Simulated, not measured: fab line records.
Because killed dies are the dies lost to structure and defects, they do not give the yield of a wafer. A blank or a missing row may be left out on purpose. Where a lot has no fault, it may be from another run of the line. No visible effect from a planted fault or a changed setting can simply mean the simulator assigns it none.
What tool caused it? -- flow berkeley cmos170 -- 15 lots with 45 wafers sampled at 6 steps, on a route of 331 steps

WHAT THE GAUGES READ, wafer by wafer
UCB170_V1_BOW_MEAS_03.
lot,measured,on,V1_BOW (um)
L324,day 6 18:45,film metro-02,22 26 27
L327,day 7 20:49,film metro-02,21 32 20
L328,day 7 21:07,film metro-04,23 23 11
L326,day 7 21:26,film metro-03,15 17 20
L329,day 8 06:43,film metro-04,20 19 21
L332,day 8 20:55,film metro-02,26 21 21
L330,day 8 20:56,film metro-04,23 10 17
L331,day 9 06:31,film metro-03,23 24 31
L333,day 9 06:34,film metro-02,20 27 25
L336,day 10 15:19,film metro-02,13 22 14
L338,day 11 00:34,film metro-04,20 17 32
L337,day 11 00:53,film metro-02,14 22 21
L339,day 11 01:10,film metro-04,21 18 27
L344,day 12 00:38,film metro-04,30 31 10
L343,day 12 00:58,film metro-04,21 10 11

UCB170_V2_CD_MEAS_90: target cd 700 nm.
lot,measured,on,cd nm (nm)
L324,day 7 01:48,cd sem-02,699.4 699.7 699.0
L327,day 8 05:34,cd sem-01,698.5 698.2 698.1
L328,day 8 05:56,cd sem-01,702.3 702.1 702.7
L326,day 8 05:45,cd sem-02,700.3 700.7 699.6
L329,day 8 14:22,cd sem-02,698.9 699.4 700.2
L332,day 9 04:23,cd sem-02,699.0 697.4 699.4
L330,day 9 03:52,cd sem-02,698.9 699.6 700.0
L331,day 9 14:58,cd sem-02,697.4 697.7 698.7
L333,day 9 15:13,cd sem-02,699.0 699.1 699.1
L336,day 11 00:20,cd sem-02,698.4 699.1 698.9
L338,day 11 09:25,cd sem-02,699.8 701.0 700.3
L337,day 11 11:09,cd sem-02,701.3 701.6 699.9
L339,day 11 11:11,cd sem-01,698.2 698.9 697.6
L344,day 12 09:56,cd sem-02,699.1 698.4 699.7
L343,day 12 09:48,cd sem-02,701.4 700.7 700.6

UCB170_M3_RS_MEAS_02: measures by four-point-probe.
lot,measured,on,M3_AL_RS (ohm/sq)
L324,day 7 02:04,film metro-01,0.03199 0.03169 0.03172
L327,day 8 05:50,film metro-03,0.03151 0.03164 0.0314
L328,day 8 06:12,film metro-04,0.03192 0.03198 0.03154
L326,day 8 06:01,film metro-01,0.03146 0.03176 0.03167
L329,day 8 14:38,film metro-04,0.03159 0.03144 0.03135
L332,day 9 04:40,film metro-01,0.03142 0.03136 0.03125
L330,day 9 04:08,film metro-01,0.03148 0.03122 0.03137
L331,day 9 15:14,film metro-01,0.03162 0.03177 0.03181
L333,day 9 15:29,film metro-03,0.03162 0.03167 0.03157
L336,day 11 00:36,film metro-01,0.03157 0.0315 0.03156
L338,day 11 09:41,film metro-04,0.03123 0.03135 0.03113
L337,day 11 11:25,film metro-03,0.03138 0.03135 0.03142
L339,day 11 11:42,film metro-04,0.01561 0.01565 0.01558
L344,day 12 10:28,film metro-04,0.01576 0.01586 0.01572
L343,day 12 10:23,film metro-03,0.01585 0.01579 0.0158

UCB170_M3_THK_MEAS_03: measures by xrf.
lot,measured,on,M3_AL_THK (nm)
L324,day 7 02:11,film metro-01,915 920 920
L327,day 8 05:58,film metro-03,926 928 929
L328,day 8 06:19,film metro-04,923 916 928
L326,day 8 06:08,film metro-01,928 927 919
L329,day 8 14:45,film metro-04,925 933 938
L332,day 9 04:47,film metro-01,931 931 933
L330,day 9 04:14,film metro-01,922 934 930
L331,day 9 15:21,film metro-01,921 917 921
L333,day 9 15:35,film metro-03,934 922 930
L336,day 11 00:43,film metro-01,925 925 927
L338,day 11 09:48,film metro-04,935 939 939
L337,day 11 11:32,film metro-03,932 935 930
L339,day 11 11:49,film metro-04,1862 1871 1870
L344,day 12 10:35,film metro-04,1855 1836 1854
L343,day 12 10:29,film metro-03,1844 1854 1853

TOOL THAT RAN EACH LOT (tool first, then ch and the chambers of the sampled wafers, then the start)
lot,UCB170_V2_CMP_02,UCB170_M3_SPUTTER_01
L324,"cmp-01 ch 0,1,2, day 6 23:54","pvd sputter-02, day 7 01:58"
L327,"cmp-01 ch 0,1, day 8 02:52","pvd sputter-02, day 8 05:46"
L328,"cmp-01 ch 0,1,3, day 8 03:13","pvd sputter-04, day 8 06:07"
L326,"cmp-01 ch 1,2,3, day 8 03:25","pvd sputter-01, day 8 05:55"
L329,"cmp-01 ch 0,1,2, day 8 12:14","pvd sputter-04, day 8 14:33"
L332,"cmp-01 ch 0,2, day 9 02:14","pvd sputter-01, day 9 04:35"
L330,"cmp-02 ch 0,2,3, day 9 01:40","pvd sputter-04, day 9 04:02"
L331,"cmp-01 ch 0,3, day 9 11:27","pvd sputter-04, day 9 15:08"
L333,"cmp-02 ch 0,1,3, day 9 11:48","pvd sputter-01, day 9 15:22"
L336,"cmp-02 ch 0,1,3, day 10 21:53","pvd sputter-02, day 11 00:31"
L338,"cmp-01 ch 1,2,3, day 11 06:30","pvd sputter-02, day 11 09:36"
L337,"cmp-02 ch 0,1,2, day 11 07:52","pvd sputter-01, day 11 11:19"
L339,"cmp-01 ch 1,2,3, day 11 08:16","pvd sputter-04, day 11 11:22"
L344,"cmp-01 ch 1,2,3, day 12 06:43","pvd sputter-04, day 12 10:08"
L343,"cmp-02 ch 0,1,2, day 12 06:42","pvd sputter-02, day 12 09:57"
- UCB170_V2_CMP_02: polishes SiO2.
- UCB170_M3_SPUTTER_01: material Al, target thk 900 nm, time 120 s.

WHAT THE TOOLS THEMSELVES READ (means of the sampled wafers that have a number; where no wafer has one, the mark that the record gives instead)
UCB170_V2_CMP_02.
lot,tool,motor current A (A)
L324,cmp-01,17.4
L327,cmp-01,17.6
L328,cmp-01,17.3
L326,cmp-01,17.1
L329,cmp-01,17.8
L332,cmp-01,17.1
L330,cmp-02,17.7
L331,cmp-01,15.8
L333,cmp-02,17.8
L336,cmp-02,17.5
L338,cmp-01,16.6
L337,cmp-02,17.0
L339,cmp-01,16.9
L344,cmp-01,16.2
L343,cmp-02,17.2

UCB170_M3_SPUTTER_01.
lot,tool,throttle valve pct (%)
L324,pvd sputter-02,30.6
L327,pvd sputter-02,29.6
L328,pvd sputter-04,29.4
L326,pvd sputter-01,31.3
L329,pvd sputter-04,29.9
L332,pvd sputter-01,31.2
L330,pvd sputter-04,30.0
L331,pvd sputter-04,30.8
L333,pvd sputter-01,30.1
L336,pvd sputter-02,30.6
L338,pvd sputter-02,30.7
L337,pvd sputter-01,30.5
L339,pvd sputter-04,28.5
L344,pvd sputter-04,29.5
L343,pvd sputter-02,31.1

THE ANSWER, worked out from the rows above alone
Rule: the usual values come from the lots themselves. Put in order of their means at a reading, lots are off if they are a third of the lots or fewer, leave a main group of 4 or more, and stand apart from it by a gap of 3 or more times the standard deviation of the main group's means; of several such gaps the widest counts. If all means in a main group match to the digits the tables above print for the reading, that group is not used. A lot without any number at a reading at which 4 lots or more have one is off too. The other lots that the step has rows for count as sound. Order of review: gauges by route order, followed by the tools' own readings, for which a lot's mean as printed above is used. The first step at which some lot is off is used, and at that step the reading that is off furthest; a lot without a number counts as furthest.
Off: L339, L344, L343, seen at UCB170_M3_RS_MEAS_02 (M3_AL_RS). The main group has a mean of 0.0315 ohm/sq with a standard deviation of 0.00018.
If a tool, at a process step before that reading, ran all the lots that are off and no sound lot after the first of them, it fits. Gauges at UCB170_M3_RS_MEAS_02: tried the same way as those tools. Not one of the candidates tried fits.

WHAT THE SIMULATOR HAD PUT IN
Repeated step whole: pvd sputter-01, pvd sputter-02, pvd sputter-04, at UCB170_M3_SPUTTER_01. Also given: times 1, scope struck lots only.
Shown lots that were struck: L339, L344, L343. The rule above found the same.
